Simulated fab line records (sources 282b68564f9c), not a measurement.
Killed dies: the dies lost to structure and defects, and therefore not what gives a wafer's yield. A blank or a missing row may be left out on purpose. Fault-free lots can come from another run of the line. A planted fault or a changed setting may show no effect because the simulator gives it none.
fab line records || flow rit-cmos
[record] {"lots": 13, "wafers": 39, "last-day": 7}
route steps=202 shown SILICIDE@162
lots that met no fault: from a run of the same line without faults
start-h: the number of hours between the record's first day and the start of the first shown wafer of the lot || wait-h: hours since the lot's step before || " as in the row above || L1.1+2: several wafers, shown together as one row || - either no value or no given start || * or withheld: withheld || < > ~ a bound
route shown NAME@n: names a module that has steps shown in the file, with the first one's number in the route || usual: mean/standard deviation of fault-free wafers || same: alike in all rows || chamber/n: place in a boat || sites: each site's reading || _std_site: how widely they spread, as a standard deviation || _edge_site: outer sites' mean less inner sites' || radius-mm: for every site, how far away it sits from the centre of the wafer || mask NAME#n: copy n || behind: the last tool/chamber to shape the wafer || hold: the reason the lot was held/the length of the hold in hours/how it ended || device: whichever transistor did not switch (one of n, p or np) || end of line: the same wafers' tests at the end of the route || step lacking rows: just its recipe || killed: the dies lost at the first sort to structure and to defects; this is not the yield of the wafer || map: a wafer's dies, marking killed ones x, the rest . and places with no die _
set.NAME: setting as actually run; set.NAME@STEP: the setting as run at that earlier step || model.NAME: the simulator's own value behind a step, which no gauge read
route steps across a sampled set of lots; one table per step, one row per wafer
services: a tool's chamber out of use, with start hour (start-h, from the record's first day; less than 0 if before it), hours out, and reason
[[steps]]
[step RIT_SILICIDE_SPUTTER_01]
[recipe] {"material": "Ti", "target-thk-nm": 30, "power-w": 350, "chamber-pressure-pa": 0.667, "gas": "Ar", "time-s": 240, "substrate-temp-c": 25}
[usual] {"throttle-valve-pct": "29.6/1.2"}
{"lot.wafer": "L858.4", "tool": "pvd-sputter-04", "chamber": "-", "start-h": 50.16, "wait-h": 0.0, "throttle-valve-pct": 28.7}
{"lot.wafer": "L858.5", "tool": "pvd-sputter-04", "chamber": "-", "start-h": 50.16, "wait-h": 0.0, "throttle-valve-pct": 28.3}
{"lot.wafer": "L858.6", "tool": "pvd-sputter-04", "chamber": "-", "start-h": 50.16, "wait-h": 0.0, "throttle-valve-pct": 29.1}
{"lot.wafer": "L859.2", "tool": "pvd-sputter-01", "chamber": "-", "start-h": 56.36, "wait-h": 0.0, "throttle-valve-pct": 27.9}
{"lot.wafer": "L859.5", "tool": "pvd-sputter-01", "chamber": "-", "start-h": 56.36, "wait-h": 0.0, "throttle-valve-pct": 29.2}
{"lot.wafer": "L859.6", "tool": "pvd-sputter-01", "chamber": "-", "start-h": 56.36, "wait-h": 0.0, "throttle-valve-pct": 30.2}
{"lot.wafer": "L860.2", "tool": "pvd-sputter-04", "chamber": "-", "start-h": 60.48, "wait-h": 0.0, "throttle-valve-pct": 28.8}
{"lot.wafer": "L860.4", "tool": "pvd-sputter-04", "chamber": "-", "start-h": 60.48, "wait-h": 0.0, "throttle-valve-pct": 31.3}
{"lot.wafer": "L860.5", "tool": "pvd-sputter-04", "chamber": "-", "start-h": 60.48, "wait-h": 0.0, "throttle-valve-pct": 29.2}
{"lot.wafer": "L861.1", "tool": "pvd-sputter-01", "chamber": "-", "start-h": 64.57, "wait-h": 0.0, "throttle-valve-pct": 29.4}
{"lot.wafer": "L861.5", "tool": "pvd-sputter-01", "chamber": "-", "start-h": 64.57, "wait-h": 0.0, "throttle-valve-pct": 28.3}
{"lot.wafer": "L861.6", "tool": "pvd-sputter-01", "chamber": "-", "start-h": 64.57, "wait-h": 0.0, "throttle-valve-pct": 30.3}
{"lot.wafer": "L862.1", "tool": "pvd-sputter-04", "chamber": "-", "start-h": 71.32, "wait-h": 0.0, "throttle-valve-pct": 28.5}
{"lot.wafer": "L862.4", "tool": "pvd-sputter-04", "chamber": "-", "start-h": 71.32, "wait-h": 0.0, "throttle-valve-pct": 27.3}
{"lot.wafer": "L862.6", "tool": "pvd-sputter-04", "chamber": "-", "start-h": 71.32, "wait-h": 0.0, "throttle-valve-pct": 29.0}
{"lot.wafer": "L866.1", "tool": "pvd-sputter-03", "chamber": "-", "start-h": 95.18, "wait-h": 0.0, "throttle-valve-pct": 31.3}
{"lot.wafer": "L866.3", "tool": "pvd-sputter-03", "chamber": "-", "start-h": 95.18, "wait-h": 0.0, "throttle-valve-pct": 30.0}
{"lot.wafer": "L866.4", "tool": "pvd-sputter-03", "chamber": "-", "start-h": 95.18, "wait-h": 0.0, "throttle-valve-pct": 31.1}
{"lot.wafer": "L868.2", "tool": "pvd-sputter-04", "chamber": "-", "start-h": 106.96, "wait-h": 0.0, "throttle-valve-pct": 29.0}
{"lot.wafer": "L868.4", "tool": "pvd-sputter-04", "chamber": "-", "start-h": 106.96, "wait-h": 0.0, "throttle-valve-pct": 28.5}
{"lot.wafer": "L868.6", "tool": "pvd-sputter-04", "chamber": "-", "start-h": 106.96, "wait-h": 0.0, "throttle-valve-pct": 29.0}
{"lot.wafer": "L873.1", "tool": "pvd-sputter-03", "chamber": "-", "start-h": 129.30, "wait-h": 0.0, "throttle-valve-pct": 30.0}
{"lot.wafer": "L873.2", "tool": "pvd-sputter-03", "chamber": "-", "start-h": 129.30, "wait-h": 0.0, "throttle-valve-pct": 31.1}
{"lot.wafer": "L873.5", "tool": "pvd-sputter-03", "chamber": "-", "start-h": 129.30, "wait-h": 0.0, "throttle-valve-pct": 30.0}
{"lot.wafer": "L875.2", "tool": "pvd-sputter-01", "chamber": "-", "start-h": 140.14, "wait-h": 0.0, "throttle-valve-pct": 29.2}
{"lot.wafer": "L875.5", "tool": "pvd-sputter-01", "chamber": "-", "start-h": 140.14, "wait-h": 0.0, "throttle-valve-pct": 28.4}
{"lot.wafer": "L875.6", "tool": "pvd-sputter-01", "chamber": "-", "start-h": 140.14, "wait-h": 0.0, "throttle-valve-pct": 30.4}
{"lot.wafer": "L877.1", "tool": "pvd-sputter-03", "chamber": "-", "start-h": 147.78, "wait-h": 0.0, "throttle-valve-pct": 30.0}
{"lot.wafer": "L877.2", "tool": "pvd-sputter-03", "chamber": "-", "start-h": 147.78, "wait-h": 0.0, "throttle-valve-pct": 31.2}
{"lot.wafer": "L877.3", "tool": "pvd-sputter-03", "chamber": "-", "start-h": 147.78, "wait-h": 0.0, "throttle-valve-pct": 31.3}
{"lot.wafer": "L879.2", "tool": "pvd-sputter-03", "chamber": "-", "start-h": 158.11, "wait-h": 0.0, "throttle-valve-pct": 29.9}
{"lot.wafer": "L879.3", "tool": "pvd-sputter-03", "chamber": "-", "start-h": 158.11, "wait-h": 0.0, "throttle-valve-pct": 29.8}
{"lot.wafer": "L879.6", "tool": "pvd-sputter-03", "chamber": "-", "start-h": 158.11, "wait-h": 0.0, "throttle-valve-pct": 31.6}
{"lot.wafer": "L880.1", "tool": "pvd-sputter-04", "chamber": "-", "start-h": 164.61, "wait-h": 0.0, "throttle-valve-pct": 31.1}
{"lot.wafer": "L880.2", "tool": "pvd-sputter-04", "chamber": "-", "start-h": 164.61, "wait-h": 0.0, "throttle-valve-pct": 28.3}
{"lot.wafer": "L880.5", "tool": "pvd-sputter-04", "chamber": "-", "start-h": 164.61, "wait-h": 0.0, "throttle-valve-pct": 28.4}
{"lot.wafer": "L881.1", "tool": "pvd-sputter-03", "chamber": "-", "start-h": 170.33, "wait-h": 0.0, "throttle-valve-pct": 31.4}
{"lot.wafer": "L881.2", "tool": "pvd-sputter-03", "chamber": "-", "start-h": 170.33, "wait-h": 0.0, "throttle-valve-pct": 30.0}
{"lot.wafer": "L881.4", "tool": "pvd-sputter-03", "chamber": "-", "start-h": 170.33, "wait-h": 0.0, "throttle-valve-pct": 29.9}
[step RIT_SILICIDE_RS_MEAS_02]
[recipe] {"thk-meas-gauge": "four-point-probe", "reads": "Ti_of_SILICIDE_SPUTTER_01"}
[usual] {"SILICIDE_TI_RS": "47.9/0.69"}
{"lot.wafer": "L858.4", "tool": "film-metro-01", "chamber": "-", "start-h": 50.37, "wait-h": 0.1, "SILICIDE_TI_RS[ohm/sq]": 48.0}
{"lot.wafer": "L858.5", "tool": "film-metro-01", "chamber": "-", "start-h": 50.37, "wait-h": 0.1, "SILICIDE_TI_RS[ohm/sq]": 47.9}
{"lot.wafer": "L858.6", "tool": "film-metro-01", "chamber": "-", "start-h": 50.37, "wait-h": 0.1, "SILICIDE_TI_RS[ohm/sq]": 48.9}
{"lot.wafer": "L859.2", "tool": "film-metro-04", "chamber": "-", "start-h": 56.53, "wait-h": 0.1, "SILICIDE_TI_RS[ohm/sq]": 47.9}
{"lot.wafer": "L859.5", "tool": "film-metro-04", "chamber": "-", "start-h": 56.53, "wait-h": 0.1, "SILICIDE_TI_RS[ohm/sq]": 47.9}
{"lot.wafer": "L859.6", "tool": "film-metro-04", "chamber": "-", "start-h": 56.53, "wait-h": 0.1, "SILICIDE_TI_RS[ohm/sq]": 48.1}
{"lot.wafer": "L860.2", "tool": "film-metro-02", "chamber": "-", "start-h": 60.65, "wait-h": 0.1, "SILICIDE_TI_RS[ohm/sq]": 48.4}
{"lot.wafer": "L860.4", "tool": "film-metro-02", "chamber": "-", "start-h": 60.65, "wait-h": 0.1, "SILICIDE_TI_RS[ohm/sq]": 48.3}
{"lot.wafer": "L860.5", "tool": "film-metro-02", "chamber": "-", "start-h": 60.65, "wait-h": 0.1, "SILICIDE_TI_RS[ohm/sq]": 48.9}
{"lot.wafer": "L861.1", "tool": "film-metro-02", "chamber": "-", "start-h": 64.72, "wait-h": 0.1, "SILICIDE_TI_RS[ohm/sq]": 47.8}
{"lot.wafer": "L861.5", "tool": "film-metro-02", "chamber": "-", "start-h": 64.72, "wait-h": 0.1, "SILICIDE_TI_RS[ohm/sq]": 48.2}
{"lot.wafer": "L861.6", "tool": "film-metro-02", "chamber": "-", "start-h": 64.72, "wait-h": 0.1, "SILICIDE_TI_RS[ohm/sq]": 47.6}
{"lot.wafer": "L862.1", "tool": "film-metro-04", "chamber": "-", "start-h": 71.47, "wait-h": 0.1, "SILICIDE_TI_RS[ohm/sq]": 47.7}
{"lot.wafer": "L862.4", "tool": "film-metro-04", "chamber": "-", "start-h": 71.47, "wait-h": 0.1, "SILICIDE_TI_RS[ohm/sq]": 47.6}
{"lot.wafer": "L862.6", "tool": "film-metro-04", "chamber": "-", "start-h": 71.47, "wait-h": 0.1, "SILICIDE_TI_RS[ohm/sq]": 48.9}
{"lot.wafer": "L866.1", "tool": "film-metro-02", "chamber": "-", "start-h": 95.33, "wait-h": 0.1, "SILICIDE_TI_RS[ohm/sq]": 47.1}
{"lot.wafer": "L866.3", "tool": "film-metro-02", "chamber": "-", "start-h": 95.33, "wait-h": 0.1, "SILICIDE_TI_RS[ohm/sq]": 47.1}
{"lot.wafer": "L866.4", "tool": "film-metro-02", "chamber": "-", "start-h": 95.33, "wait-h": 0.1, "SILICIDE_TI_RS[ohm/sq]": 46.8}
{"lot.wafer": "L868.2", "tool": "film-metro-02", "chamber": "-", "start-h": 107.13, "wait-h": 0.1, "SILICIDE_TI_RS[ohm/sq]": 48.7}
{"lot.wafer": "L868.4", "tool": "film-metro-02", "chamber": "-", "start-h": 107.13, "wait-h": 0.1, "SILICIDE_TI_RS[ohm/sq]": 93.1}
{"lot.wafer": "L868.6", "tool": "film-metro-02", "chamber": "-", "start-h": 107.13, "wait-h": 0.1, "SILICIDE_TI_RS[ohm/sq]": 47.9}
{"lot.wafer": "L873.1", "tool": "film-metro-02", "chamber": "-", "start-h": 129.45, "wait-h": 0.1, "SILICIDE_TI_RS[ohm/sq]": 48.1}
{"lot.wafer": "L873.2", "tool": "film-metro-02", "chamber": "-", "start-h": 129.45, "wait-h": 0.1, "SILICIDE_TI_RS[ohm/sq]": 48.3}
{"lot.wafer": "L873.5", "tool": "film-metro-02", "chamber": "-", "start-h": 129.45, "wait-h": 0.1, "SILICIDE_TI_RS[ohm/sq]": 48.0}
{"lot.wafer": "L875.2", "tool": "film-metro-02", "chamber": "-", "start-h": 140.31, "wait-h": 0.1, "SILICIDE_TI_RS[ohm/sq]": 48.4}
{"lot.wafer": "L875.5", "tool": "film-metro-02", "chamber": "-", "start-h": 140.31, "wait-h": 0.1, "SILICIDE_TI_RS[ohm/sq]": 48.3}
{"lot.wafer": "L875.6", "tool": "film-metro-02", "chamber": "-", "start-h": 140.31, "wait-h": 0.1, "SILICIDE_TI_RS[ohm/sq]": 48.9}
{"lot.wafer": "L877.1", "tool": "film-metro-01", "chamber": "-", "start-h": 147.93, "wait-h": 0.1, "SILICIDE_TI_RS[ohm/sq]": 46.5}
{"lot.wafer": "L877.2", "tool": "film-metro-01", "chamber": "-", "start-h": 147.93, "wait-h": 0.1, "SILICIDE_TI_RS[ohm/sq]": 46.7}
{"lot.wafer": "L877.3", "tool": "film-metro-01", "chamber": "-", "start-h": 147.93, "wait-h": 0.1, "SILICIDE_TI_RS[ohm/sq]": 46.8}
{"lot.wafer": "L879.2", "tool": "film-metro-02", "chamber": "-", "start-h": 158.28, "wait-h": 0.1, "SILICIDE_TI_RS[ohm/sq]": 47.8}
{"lot.wafer": "L879.3", "tool": "film-metro-02", "chamber": "-", "start-h": 158.28, "wait-h": 0.1, "SILICIDE_TI_RS[ohm/sq]": 47.9}
{"lot.wafer": "L879.6", "tool": "film-metro-02", "chamber": "-", "start-h": 158.28, "wait-h": 0.1, "SILICIDE_TI_RS[ohm/sq]": 48.6}
{"lot.wafer": "L880.1", "tool": "film-metro-02", "chamber": "-", "start-h": 164.76, "wait-h": 0.1, "SILICIDE_TI_RS[ohm/sq]": 47.0}
{"lot.wafer": "L880.2", "tool": "film-metro-02", "chamber": "-", "start-h": 164.76, "wait-h": 0.1, "SILICIDE_TI_RS[ohm/sq]": 47.3}
{"lot.wafer": "L880.5", "tool": "film-metro-02", "chamber": "-", "start-h": 164.76, "wait-h": 0.1, "SILICIDE_TI_RS[ohm/sq]": 46.9}
{"lot.wafer": "L881.1", "tool": "film-metro-01", "chamber": "-", "start-h": 170.48, "wait-h": 0.1, "SILICIDE_TI_RS[ohm/sq]": 47.3}
{"lot.wafer": "L881.2", "tool": "film-metro-01", "chamber": "-", "start-h": 170.48, "wait-h": 0.1, "SILICIDE_TI_RS[ohm/sq]": 46.8}
{"lot.wafer": "L881.4", "tool": "film-metro-01", "chamber": "-", "start-h": 170.48, "wait-h": 0.1, "SILICIDE_TI_RS[ohm/sq]": 47.0}
[step RIT_SILICIDE_THK_MEAS_03]
[recipe] {"thk-meas-gauge": "xrf", "reads": "Ti_of_SILICIDE_SPUTTER_01"}
[usual] {"SILICIDE_TI_THK": "30.5/0.38"}
{"lot.wafer": "L858.4", "tool": "film-metro-01", "chamber": "-", "start-h": 50.46, "wait-h": 0.1, "SILICIDE_TI_THK[nm]": 30.5}
{"lot.wafer": "L858.5", "tool": "film-metro-01", "chamber": "-", "start-h": 50.46, "wait-h": 0.1, "SILICIDE_TI_THK[nm]": 30.6}
{"lot.wafer": "L858.6", "tool": "film-metro-01", "chamber": "-", "start-h": 50.46, "wait-h": 0.1, "SILICIDE_TI_THK[nm]": 30.0}
{"lot.wafer": "L859.2", "tool": "film-metro-04", "chamber": "-", "start-h": 56.64, "wait-h": 0.1, "SILICIDE_TI_THK[nm]": 30.5}
{"lot.wafer": "L859.5", "tool": "film-metro-04", "chamber": "-", "start-h": 56.64, "wait-h": 0.1, "SILICIDE_TI_THK[nm]": 30.5}
{"lot.wafer": "L859.6", "tool": "film-metro-04", "chamber": "-", "start-h": 56.64, "wait-h": 0.1, "SILICIDE_TI_THK[nm]": 30.4}
{"lot.wafer": "L860.2", "tool": "film-metro-02", "chamber": "-", "start-h": 60.76, "wait-h": 0.1, "SILICIDE_TI_THK[nm]": 30.2}
{"lot.wafer": "L860.4", "tool": "film-metro-02", "chamber": "-", "start-h": 60.76, "wait-h": 0.1, "SILICIDE_TI_THK[nm]": 30.4}
{"lot.wafer": "L860.5", "tool": "film-metro-02", "chamber": "-", "start-h": 60.76, "wait-h": 0.1, "SILICIDE_TI_THK[nm]": 30.0}
{"lot.wafer": "L861.1", "tool": "film-metro-02", "chamber": "-", "start-h": 64.84, "wait-h": 0.1, "SILICIDE_TI_THK[nm]": 30.7}
{"lot.wafer": "L861.5", "tool": "film-metro-02", "chamber": "-", "start-h": 64.84, "wait-h": 0.1, "SILICIDE_TI_THK[nm]": 30.4}
{"lot.wafer": "L861.6", "tool": "film-metro-02", "chamber": "-", "start-h": 64.84, "wait-h": 0.1, "SILICIDE_TI_THK[nm]": 30.6}
{"lot.wafer": "L862.1", "tool": "film-metro-04", "chamber": "-", "start-h": 71.59, "wait-h": 0.1, "SILICIDE_TI_THK[nm]": 30.7}
{"lot.wafer": "L862.4", "tool": "film-metro-04", "chamber": "-", "start-h": 71.59, "wait-h": 0.1, "SILICIDE_TI_THK[nm]": 30.7}
{"lot.wafer": "L862.6", "tool": "film-metro-04", "chamber": "-", "start-h": 71.59, "wait-h": 0.1, "SILICIDE_TI_THK[nm]": 30.1}
{"lot.wafer": "L866.1", "tool": "film-metro-02", "chamber": "-", "start-h": 95.45, "wait-h": 0.1, "SILICIDE_TI_THK[nm]": 31.0}
{"lot.wafer": "L866.3", "tool": "film-metro-02", "chamber": "-", "start-h": 95.45, "wait-h": 0.1, "SILICIDE_TI_THK[nm]": 31.0}
{"lot.wafer": "L866.4", "tool": "film-metro-02", "chamber": "-", "start-h": 95.45, "wait-h": 0.1, "SILICIDE_TI_THK[nm]": 31.2}
{"lot.wafer": "L868.2", "tool": "film-metro-02", "chamber": "-", "start-h": 107.24, "wait-h": 0.1, "SILICIDE_TI_THK[nm]": 30.2}
{"lot.wafer": "L868.4", "tool": "film-metro-02", "chamber": "-", "start-h": 107.24, "wait-h": 0.1, "SILICIDE_TI_THK[nm]": 18.1}
{"lot.wafer": "L868.6", "tool": "film-metro-02", "chamber": "-", "start-h": 107.24, "wait-h": 0.1, "SILICIDE_TI_THK[nm]": 30.7}
{"lot.wafer": "L873.1", "tool": "film-metro-02", "chamber": "-", "start-h": 129.57, "wait-h": 0.1, "SILICIDE_TI_THK[nm]": 30.2}
{"lot.wafer": "L873.2", "tool": "film-metro-02", "chamber": "-", "start-h": 129.57, "wait-h": 0.1, "SILICIDE_TI_THK[nm]": 30.2}
{"lot.wafer": "L873.5", "tool": "film-metro-02", "chamber": "-", "start-h": 129.57, "wait-h": 0.1, "SILICIDE_TI_THK[nm]": 30.4}
{"lot.wafer": "L875.2", "tool": "film-metro-02", "chamber": "-", "start-h": 140.42, "wait-h": 0.1, "SILICIDE_TI_THK[nm]": 30.1}
{"lot.wafer": "L875.5", "tool": "film-metro-02", "chamber": "-", "start-h": 140.42, "wait-h": 0.1, "SILICIDE_TI_THK[nm]": 30.3}
{"lot.wafer": "L875.6", "tool": "film-metro-02", "chamber": "-", "start-h": 140.42, "wait-h": 0.1, "SILICIDE_TI_THK[nm]": 29.9}
{"lot.wafer": "L877.1", "tool": "film-metro-01", "chamber": "-", "start-h": 148.05, "wait-h": 0.1, "SILICIDE_TI_THK[nm]": 31.1}
{"lot.wafer": "L877.2", "tool": "film-metro-01", "chamber": "-", "start-h": 148.05, "wait-h": 0.1, "SILICIDE_TI_THK[nm]": 31.0}
{"lot.wafer": "L877.3", "tool": "film-metro-01", "chamber": "-", "start-h": 148.05, "wait-h": 0.1, "SILICIDE_TI_THK[nm]": 31.0}
{"lot.wafer": "L879.2", "tool": "film-metro-02", "chamber": "-", "start-h": 158.39, "wait-h": 0.1, "SILICIDE_TI_THK[nm]": 30.7}
{"lot.wafer": "L879.3", "tool": "film-metro-02", "chamber": "-", "start-h": 158.39, "wait-h": 0.1, "SILICIDE_TI_THK[nm]": 30.6}
{"lot.wafer": "L879.6", "tool": "film-metro-02", "chamber": "-", "start-h": 158.39, "wait-h": 0.1, "SILICIDE_TI_THK[nm]": 30.2}
{"lot.wafer": "L880.1", "tool": "film-metro-02", "chamber": "-", "start-h": 164.88, "wait-h": 0.1, "SILICIDE_TI_THK[nm]": 30.9}
{"lot.wafer": "L880.2", "tool": "film-metro-02", "chamber": "-", "start-h": 164.88, "wait-h": 0.1, "SILICIDE_TI_THK[nm]": 30.9}
{"lot.wafer": "L880.5", "tool": "film-metro-02", "chamber": "-", "start-h": 164.88, "wait-h": 0.1, "SILICIDE_TI_THK[nm]": 31.1}
{"lot.wafer": "L881.1", "tool": "film-metro-01", "chamber": "-", "start-h": 170.60, "wait-h": 0.1, "SILICIDE_TI_THK[nm]": 30.6}
{"lot.wafer": "L881.2", "tool": "film-metro-01", "chamber": "-", "start-h": 170.60, "wait-h": 0.1, "SILICIDE_TI_THK[nm]": 30.7}
{"lot.wafer": "L881.4", "tool": "film-metro-01", "chamber": "-", "start-h": 170.60, "wait-h": 0.1, "SILICIDE_TI_THK[nm]": 30.8}
[[services]]
{"tool": "pvd-sputter-04", "chamber": "-", "start-h": 81.06, "hours": 2.9, "kind": "repair"}
{"tool": "pvd-sputter-01", "chamber": "-", "start-h": 152.01, "hours": 19.6, "kind": "repair"}
[[key]]
[first-sign] {"step": "RIT_SILICIDE_RS_MEAS_02", "reading": "SILICIDE_TI_RS", "direction": "up", "sigmas": 65, "usual": 47.9, "struck": 93.1}
[effect] {"step": "RIT_SILICIDE_THK_MEAS_03", "reading": "SILICIDE_TI_THK", "direction": "down", "sigmas": 33, "usual": 30.5, "struck": 18.1}
met-at RIT_SILICIDE_SPUTTER_01
struck-lots L868
struck-wafers L868.4
tester-left-out L868
onset-between 71.32 106.96
[fault] {"kind": "process-parameter-drift", "tool": "pvd-sputter-04", "chamber": "-", "onset-h": 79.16, "steps": "RIT_SILICIDE_SPUTTER_01", "channel": "target-thk-nm", "offset": -12.484, "shape": "step", "end-h": 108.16, "stated": 30, "scope": "struck-wafers-only"}
// tester-left-out: of these lots the tester's yield and bins aren't shown, on N5 and GAA mostly nor the transistor test; their killed dies are dies lost to structure and defects alone, not to doping, threshold or leakage, so they don't give the yield
